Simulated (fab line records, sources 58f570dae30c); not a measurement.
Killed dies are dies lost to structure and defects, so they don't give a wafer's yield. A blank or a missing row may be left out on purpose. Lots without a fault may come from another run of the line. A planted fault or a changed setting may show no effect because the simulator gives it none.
Which tool did it? | flow berkeley_cmos170 | 7 lots, 21 wafers sampled, at 2 steps of a route of 331

WHAT THE GAUGES READ, wafer by wafer
UCB170_FIELD_THK_MEAS_02.
lot  | measured    | on            | FIELD_OXIDE_THK (nm)
L428 | day 5 14:16 | film_metro-02 | 556 562 555
L431 | day 6 19:43 | film_metro-04 | 559 561 573
L434 | day 7 09:49 | film_metro-02 | 555 553 553
L436 | day 7 21:01 | film_metro-01 | 868 855 855
L437 | day 8 01:02 | film_metro-01 | 556 555 553
L445 | day 9 10:20 | film_metro-04 | 555 566 564
L447 | day 9 23:53 | film_metro-02 | 564 566 560

WHICH TOOL RAN EACH LOT (tool, then ch and the chambers of the sampled wafers, then the start)
lot  | UCB170_FIELD_OXIDATION_01
L428 | furnace-02 ch 0, day 5 11:15
L431 | furnace-01 ch 0, day 6 16:43
L434 | furnace-04 ch 0, day 7 06:49
L436 | furnace-04 ch 0, day 7 13:46
L437 | furnace-02 ch 0, day 7 22:02
L445 | furnace-01 ch 0, day 9 07:20
L447 | furnace-04 ch 0, day 9 20:53
- UCB170_FIELD_OXIDATION_01: target thk 558.3 nm, ox time 7200 s.

THE ANSWER, worked out from the rows above alone
Rule: what is usual is taken from the lots themselves. Put in order of their means at a reading, lots are off if they are a third of the lots or fewer, leave a main group of 4 or more, and stand apart from it by a gap of 3 or more times the standard deviation of the main group's means; of several such gaps the widest counts. A main group whose means are all the same, to the digits that the tables above print for the reading, isn't used. A lot without any number at a reading at which 4 lots or more have one is off too. The other lots that the step has rows for count as sound.
Off: L436, at UCB170_FIELD_THK_MEAS_02 (FIELD_OXIDE_THK). The main group: mean 559 nm, standard deviation 4.1.
A tool fits if, at a process step before that reading, it ran every lot that is off, and no sound lot after the first of them. The gauges at UCB170_FIELD_THK_MEAS_02 are tried like those tools. None of those tried fits.

WHAT THE SIMULATOR HAD PUT IN
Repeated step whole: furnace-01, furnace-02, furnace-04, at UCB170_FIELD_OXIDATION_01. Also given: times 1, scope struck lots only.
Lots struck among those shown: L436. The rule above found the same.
